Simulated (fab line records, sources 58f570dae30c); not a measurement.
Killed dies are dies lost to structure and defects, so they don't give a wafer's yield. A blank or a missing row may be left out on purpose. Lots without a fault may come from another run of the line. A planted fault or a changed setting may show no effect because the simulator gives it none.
Split-lot experiment | flow berkeley_cmos170 | 5 lots, 23 wafers read, on a route of 331 steps

THE SPLIT
At UCB170_NSD_IMPLANT_08, the setting dose_cm2 was moved away from the recipe's 3e+15 on 6 of the 23 wafers read, by +3.5% to +5.1%. The other wafers ran this setting at the recipe's value.

FROM THE SPLIT TO THE READING: what the file shows between them, 3 steps
- UCB170_NSD_STRIP_09: strips in O2
- UCB170_NSD_CLEAN_11: cleans in SPM, time 600 s
- UCB170_SDANNEAL_RTA_01: time 5 s

THE READING
NSD_RS, in ohm/sq, at UCB170_SDANNEAL_RS_MEAS_03 (measures by four-point-probe). Fault-free wafers of this fab line usually give 37.28 ohm/sq, standard deviation 0.11 ohm/sq.

wafer  | tool, chamber at the split | dose_cm2 as run | against the recipe | NSD_RS, ohm/sq | against lot-mates on the recipe
L074.1 | implanter-02, 0            | 3e+15           | recipe             | 37.19          | -
L074.2 | implanter-02, 0            | 3e+15           | recipe             | 37.20          | -
L074.3 | implanter-02, 0            | 3e+15           | recipe             | 37.08          | -
L074.4 | implanter-02, 0            | 3e+15           | recipe             | 37.22          | -
L074.6 | implanter-02, 0            | 3e+15           | recipe             | 37.20          | -
L077.1 | implanter-03, 0            | 3.152e+15       | +5.1%              | 36.46          | -0.84
L077.2 | implanter-03, 0            | 3e+15           | recipe             | 37.28          | -
L077.3 | implanter-03, 0            | 3.152e+15       | +5.1%              | 36.52          | -0.78
L077.5 | implanter-03, 0            | 3e+15           | recipe             | 37.33          | -
L077.6 | implanter-03, 0            | 3.152e+15       | +5.1%              | 36.58          | -0.73
L078.1 | implanter-04, 0            | 3e+15           | recipe             | 37.25          | -
L078.2 | implanter-04, 0            | 3e+15           | recipe             | 37.15          | -
L078.3 | implanter-04, 0            | 3e+15           | recipe             | 37.14          | -
L078.4 | implanter-04, 0            | 3e+15           | recipe             | 37.16          | -
L078.6 | implanter-04, 0            | 3e+15           | recipe             | 37.12          | -
L079.2 | implanter-02, 0            | 3e+15           | recipe             | 37.31          | -
L079.3 | implanter-02, 0            | 3e+15           | recipe             | 37.22          | -
L079.5 | implanter-02, 0            | 3e+15           | recipe             | 37.22          | -
L080.2 | implanter-03, 0            | 3.105e+15       | +3.5%              | 36.86          | -0.56
L080.3 | implanter-03, 0            | 3e+15           | recipe             | 37.49          | -
L080.4 | implanter-03, 0            | 3.105e+15       | +3.5%              | 36.69          | -0.73
L080.5 | implanter-03, 0            | 3.105e+15       | +3.5%              | 36.67          | -0.75
L080.6 | implanter-03, 0            | 3e+15           | recipe             | 37.34          | -

THE FIT
A straight line over all 23 wafers: NSD_RS changes by -0.14 ohm/sq for each +1% of dose_cm2; r = -0.95; the points scatter about the line by 0.094 ohm/sq.
The same after taking each lot's own level away (the mean of its wafers on the recipe; 23 wafers): -0.166 ohm/sq for each +1%; r = -0.98; scatter 0.071 ohm/sq.
On that fit, the largest move of dose_cm2 shifts the reading by 0.84 ohm/sq.
The lots' own levels span 37.164 to 37.415 ohm/sq, that is 2.3 times the standard deviation above.
So the lot-to-lot level changes the slope: the two fits differ.
Check: with one of the wafers moved furthest among these (+5.1%) left out of the fit, the line predicts -0.847 ohm/sq for it against its lot-mates. It came out at -0.845 ohm/sq against them.

THE WHOLE CHAIN: every reading that the file lists as answering this split, in the file's order
step                       | what it does                 | reading                  | change (the file's fit)                                                                | r (the file's)
UCB170_SDANNEAL_RS_MEAS_03 | measures by four-point-probe | NSD_RS                   | -0.167 for each +1% of the setting                                                     | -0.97
UCB170_NSD_STRIP_09        | strips in O2                 | strip_time_to_endpoint_s | withheld for each +1% of the setting, in a fit together with resist_thk_nm@NSD_COAT_01 | 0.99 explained

THE FILE'S OWN FIT
NSD_RS changes by -0.167 ohm/sq for each +1% of dose_cm2, r = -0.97.
